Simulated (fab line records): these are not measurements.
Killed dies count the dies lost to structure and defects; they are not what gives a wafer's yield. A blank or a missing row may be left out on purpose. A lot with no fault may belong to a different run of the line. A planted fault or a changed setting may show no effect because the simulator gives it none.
Split-lot experiment	flow berkeley-cmos170	23 wafers read across 5 lots, on a route 331 steps long

ABOUT THE SPLIT
At UCB170_NLDD_IMPLANT_09, the setting energy-kev was moved away from the recipe's 30 on 8 of the 23 wafers read, by -5.5% to +3.7%. All remaining wafers had this setting at the recipe value.

The split's own step is where the reading is taken.

THE READING
implant.drp-nm (the simulator's own value, which no gauge read), in nm, at UCB170_NLDD_IMPLANT_09. The file does not state a usual value for it.

wafer	tool, chamber at the split	energy-kev as run	against the recipe	implant.drp-nm, nm	against lot-mates on the recipe
L075.2	implanter-03, 0	30	recipe	9.611	-
L075.4	implanter-03, 0	30	recipe	9.611	-
L075.5	implanter-03, 0	30	recipe	9.611	-
L074.1	implanter-03, 0	30	recipe	9.611	-
L074.2	implanter-03, 0	30	recipe	9.611	-
L074.3	implanter-03, 0	30	recipe	9.611	-
L074.4	implanter-03, 0	30	recipe	9.611	-
L074.5	implanter-03, 0	30	recipe	9.611	-
L077.1	implanter-04, 0	30	recipe	9.611	-
L077.3	implanter-04, 0	30	recipe	9.611	-
L077.4	implanter-04, 0	31.1	+3.7%	9.868	+0.257
L077.5	implanter-04, 0	31.1	+3.7%	9.868	+0.257
L077.6	implanter-04, 0	31.1	+3.7%	9.868	+0.257
L081.1	implanter-03, 0	30	recipe	9.611	-
L081.5	implanter-03, 0	30	recipe	9.611	-
L081.2	implanter-03, 0	28.34	-5.5%	9.222	-0.389
L081.3	implanter-03, 0	28.34	-5.5%	9.222	-0.389
L081.4	implanter-03, 0	28.34	-5.5%	9.222	-0.389
L084.2	implanter-03, 0	29.23	-2.6%	9.431	-0.180
L084.6	implanter-03, 0	29.23	-2.6%	9.431	-0.180
L084.3	implanter-03, 0	30	recipe	9.611	-
L084.4	implanter-03, 0	30	recipe	9.611	-
L084.5	implanter-03, 0	30	recipe	9.611	-

FIT RESULTS
A straight line over all 23 wafers: implant.drp-nm changes by +0.0702 nm for each +1% of energy-kev; r = +1.00; the points scatter about the line by 0.00023 nm.
The same after taking each lot's own level away (the mean of its wafers on the recipe; 23 wafers): +0.0702 nm for each +1%; r = +1.00; scatter 0.00023 nm.
Per that fit: largest energy-kev move, reading shift of 0.39 nm.
The lots' own levels span 9.6110 to 9.6110 nm.
So the lot-to-lot level changes the slope little: the two slopes agree.
Check: with one of the wafers moved furthest among these (-5.5%) left out of the fit, the line predicts -0.389 nm for it against its lot-mates. It came out at -0.389 nm against them.

FURTHER SPLITS ON THESE WAFERS
Other splits were also applied to these wafers ahead of the reading. Each is held against what the fit with the lots' levels taken away leaves over:
other split on the same wafers	wafers away from the commonest value	r with implant.drp-nm (lot level and that fit taken away)
UCB170_START_OXIDATION_02 ox-time-s	15	-0.57
UCB170_ZERO_COAT_01 spin-rpm	7	-0.09
UCB170_ZERO_DEVELOP_05 dev-temp-c	10	+0.16
UCB170_PWELL_CVD_05 pressure-mtorr	10	-0.35
UCB170_ACTIVE_CVD_05 pressure-mtorr	10	-0.39
UCB170_ACTIVE_EXPOSE_10 dose-mj	10	-0.06
UCB170_PFIELD_IMPLANT_07 energy-kev	8	+0.08
UCB170_PVT_COAT_01 spin-rpm	6	+0.36
UCB170_GATE_COAT_07 spin-rpm	5	+0.06

THE WHOLE CHAIN: every reading that the file lists as answering this split, in the file's order
step	what it does	reading	change (the file's fit)	r (the file's)
UCB170_NLDD_IMPLANT_09		implant.rp-nm (the simulator's own value, which no gauge read)	+0.166 nm for each +1% of the setting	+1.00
UCB170_NLDD_IMPLANT_09		implant.drp-nm (the simulator's own value, which no gauge read)	+0.0702 nm for each +1% of the setting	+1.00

FILE'S OWN FIT
implant.drp-nm changes by +0.0702 nm for each +1% of energy-kev, r = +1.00.
